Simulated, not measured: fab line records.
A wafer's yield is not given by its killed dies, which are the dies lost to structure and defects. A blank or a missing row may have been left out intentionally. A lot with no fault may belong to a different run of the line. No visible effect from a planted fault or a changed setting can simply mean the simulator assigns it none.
Which of the tools did it? / flow berkeley_cmos170 / 42 wafers from 14 lots sampled at 2 of the route's 331 steps

== WHAT THE GAUGES SHOWED, per wafer ==
UCB170_SILICIDE_THK_MEAS_03: measures by xrf. Usual: SILICIDE_TI_THK gives 29.0 nm (standard deviation 0.45).
lot=L788; measured=day 7 16:48; on=film_metro-04; SILICIDE_TI_THK (nm)=29.8 29.1 29.1; flag=
lot=L787; measured=day 7 17:03; on=film_metro-04; SILICIDE_TI_THK (nm)=29.4 29.0 29.2; flag=
lot=L789; measured=day 7 17:07; on=film_metro-01; SILICIDE_TI_THK (nm)=28.1 28.4 28.6; flag=
lot=L792; measured=day 8 07:43; on=film_metro-02; SILICIDE_TI_THK (nm)=29.0 29.2 29.2; flag=
lot=L790; measured=day 8 07:56; on=film_metro-02; SILICIDE_TI_THK (nm)=28.6 28.7 28.9; flag=
lot=L791; measured=day 8 08:11; on=film_metro-02; SILICIDE_TI_THK (nm)=29.5 29.9 29.7; flag=
lot=L797; measured=day 9 16:42; on=film_metro-01; SILICIDE_TI_THK (nm)=28.5 29.1 29.1; flag=
lot=L798; measured=day 9 22:04; on=film_metro-01; SILICIDE_TI_THK (nm)=29.0 28.3 28.1; flag=
lot=L801; measured=day 9 22:28; on=film_metro-04; SILICIDE_TI_THK (nm)=28.8 28.3 29.0; flag=
lot=L802; measured=day 9 22:39; on=film_metro-01; SILICIDE_TI_THK (nm)=29.6 29.0 28.6; flag=
lot=L803; measured=day 10 12:58; on=film_metro-01; SILICIDE_TI_THK (nm)=29.5 29.3 29.6; flag=
lot=L804; measured=day 10 19:31; on=film_metro-02; SILICIDE_TI_THK (nm)=29.2 28.7 29.0; flag=
lot=L809; measured=day 11 19:50; on=film_metro-04; SILICIDE_TI_THK (nm)=29.0 29.2 29.1; flag=
lot=L807; measured=day 11 20:29; on=film_metro-04; SILICIDE_TI_THK (nm)=28.8 28.6 28.6; flag=

UCB170_CONTACT_OVL_MEAS_16. Usual: CONTACT_OVL gives 1 nm (standard deviation 4.8).
lot=L788; measured=day 7 22:32; on=overlay-01; CONTACT_OVL (nm)=8 10 3; flag=
lot=L787; measured=day 7 22:37; on=overlay-01; CONTACT_OVL (nm)=4 3 2; flag=
lot=L789; measured=day 7 22:52; on=overlay-01; CONTACT_OVL (nm)=-2 -1 5; flag=
lot=L792; measured=day 8 13:04; on=overlay-01; CONTACT_OVL (nm)=8 -4 -3; flag=
lot=L790; measured=day 8 13:20; on=overlay-01; CONTACT_OVL (nm)=-9 -3 -5; flag=
lot=L791; measured=day 8 13:28; on=overlay-02; CONTACT_OVL (nm)=0 0 4; flag=
lot=L797; measured=day 10 01:08; on=overlay-02; CONTACT_OVL (nm)=-2 -3 -2; flag=
lot=L798; measured=day 10 06:20; on=overlay-02; CONTACT_OVL (nm)=8 7 -2; flag=
lot=L801; measured=day 10 07:20; on=overlay-02; CONTACT_OVL (nm)=-7 -8 -6; flag=
lot=L802; measured=day 10 07:30; on=overlay-02; CONTACT_OVL (nm)=0 -1 2; flag=
lot=L803; measured=day 10 18:13; on=overlay-02; CONTACT_OVL (nm)=2 -6 5; flag=
lot=L804; measured=day 11 00:45; on=overlay-02; CONTACT_OVL (nm)=-1 0 2; flag=
lot=L809; measured=day 12 00:44; on=overlay-01; CONTACT_OVL (nm)=-1 1 -3; flag=
lot=L807; measured=day 12 03:06; on=overlay-01; CONTACT_OVL (nm)=8 -1 6; flag=

== EACH LOT AND THE TOOL THAT RAN IT (in order: tool; ch and the chambers of the sampled wafers; start) ==
Before these readings, the record contains no process step.

== WHAT THE TOOLS THEMSELVES READ (means of the sampled wafers that have a number; where no wafer has one, the mark that the record gives instead) ==
The record holds no such reading with a usual standard deviation.

== THE ANSWER, worked out from the rows above alone ==
Rule: take the mean of a lot's wafers that have a number; if it is more than 3 standard deviations from the usual mean, the lot is off. Also off: a lot with no number at a reading for which 4 or more lots have one. Where the step has rows for the other lots, those lots are counted as sound. The gauges are gone through in route order, then the tools' own readings, and for those a lot's mean is taken as printed above. The first step at which some lot is off is used, and at that step the reading that is off furthest; a lot without a number counts as furthest.
Across all readings shown, no lot is off: no conclusion can be drawn from this.

== WHAT THE SIMULATOR HAD PUT IN ==
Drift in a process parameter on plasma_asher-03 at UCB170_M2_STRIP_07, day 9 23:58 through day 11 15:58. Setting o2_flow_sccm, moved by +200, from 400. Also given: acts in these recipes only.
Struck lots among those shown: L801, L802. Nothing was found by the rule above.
